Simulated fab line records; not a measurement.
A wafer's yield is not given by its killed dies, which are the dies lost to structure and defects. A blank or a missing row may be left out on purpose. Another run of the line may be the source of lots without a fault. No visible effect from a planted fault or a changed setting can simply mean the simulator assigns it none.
Which tool is to blame?	flow berkeleyCmos170	7 lots, 21 wafers sampled, at 1 step of a route of 331

## WHAT THE GAUGES SHOWED, per wafer
UCB170_NLDD_OVL_MEAS_07.
lot	measured	on	NLDD_OVL (nm)
L172	day 6 17:38	overlay-02	7 9 6
L177	day 7 09:08	overlay-02	11 7 -1
L183	day 9 01:38	overlay-01	2 7 1
L186	day 9 18:23	overlay-01	-8 3 -4
L191	day 10 01:22	overlay-01	16 11 11
L194	day 11 06:41	overlay-02	5 -3 3
L195	day 11 14:20	overlay-01	13 18 10

## TOOL THAT RAN EACH LOT (tool first, then ch and the chambers of the sampled wafers, then the start)
Before these readings, the record contains no process step.

## THE ANSWER, worked out from the rows above alone
Rule: what is usual is taken from the lots themselves. Put in order of their means at a reading, lots are off if they are a third of the lots or fewer, leave a main group of 4 or more, and stand apart from it by a gap of 3 or more times the standard deviation of the main group's means; of several such gaps the widest counts. The tables above print the reading to a certain number of digits; a main group whose means all agree to those digits is not used. A lot without any number at a reading at which 4 lots or more have one is off too. The other lots that the step has rows for count as sound.
No lot is off on any of the readings shown, so nothing can be concluded from this.

## WHAT WAS PUT IN BY THE SIMULATOR
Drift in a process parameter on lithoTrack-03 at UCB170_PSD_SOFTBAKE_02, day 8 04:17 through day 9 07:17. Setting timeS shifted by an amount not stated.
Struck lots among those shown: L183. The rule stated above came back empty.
